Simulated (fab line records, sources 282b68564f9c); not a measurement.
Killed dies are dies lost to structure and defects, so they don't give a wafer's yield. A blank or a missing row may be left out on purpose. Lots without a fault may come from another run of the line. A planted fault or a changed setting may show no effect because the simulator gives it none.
Which tool did it? | flow rit_cmos | 7 lots, 21 wafers sampled, at 2 steps of a route of 202

WHAT THE GAUGES READ, wafer by wafer
RIT_PLDD_OVL_MEAS_06.
lot  | measured    | on         | PLDD_OVL (nm)
L310 | day 3 04:16 | overlay-02 | -1.3 1.2 -1.1
L312 | day 3 14:37 | overlay-02 | -2.4 1.0 0.6
L314 | day 4 00:33 | overlay-01 | 1.7 -0.2 -0.2
L316 | day 4 11:01 | overlay-01 | 2.1 0.7 1.4
L323 | day 5 21:47 | overlay-02 | 0.3 -0.6 -0.8
L326 | day 6 09:39 | overlay-02 | -1.2 -2.0 -2.6
L331 | day 7 14:53 | overlay-01 | 0.4 -0.8 -0.8

WHICH TOOL RAN EACH LOT (tool, then ch and the chambers of the sampled wafers, then the start)
lot  | RIT_PWELL_IMPLANT_08
L310 | implanter-03 ch 0, day 2 03:59
L312 | implanter-02 ch 0, day 2 15:07
L314 | implanter-04 ch 0, day 3 02:25
L316 | implanter-02 ch 0, day 3 12:27
L323 | implanter-03 ch 0, day 4 23:44
L326 | implanter-02 ch 0, day 5 13:17
L331 | implanter-04 ch 0, day 6 13:55
- RIT_PWELL_IMPLANT_08

THE ANSWER, worked out from the rows above alone
Rule: what is usual is taken from the lots themselves. Put in order of their means at a reading, lots are off if they are a third of the lots or fewer, leave a main group of 4 or more, and stand apart from it by a gap of 3 or more times the standard deviation of the main group's means; of several such gaps the widest counts. A main group whose means are all the same, to the digits that the tables above print for the reading, isn't used. A lot without any number at a reading at which 4 lots or more have one is off too. The other lots that the step has rows for count as sound.
No lot is off at any reading shown: from this, nothing can be told.

WHAT THE SIMULATOR HAD PUT IN
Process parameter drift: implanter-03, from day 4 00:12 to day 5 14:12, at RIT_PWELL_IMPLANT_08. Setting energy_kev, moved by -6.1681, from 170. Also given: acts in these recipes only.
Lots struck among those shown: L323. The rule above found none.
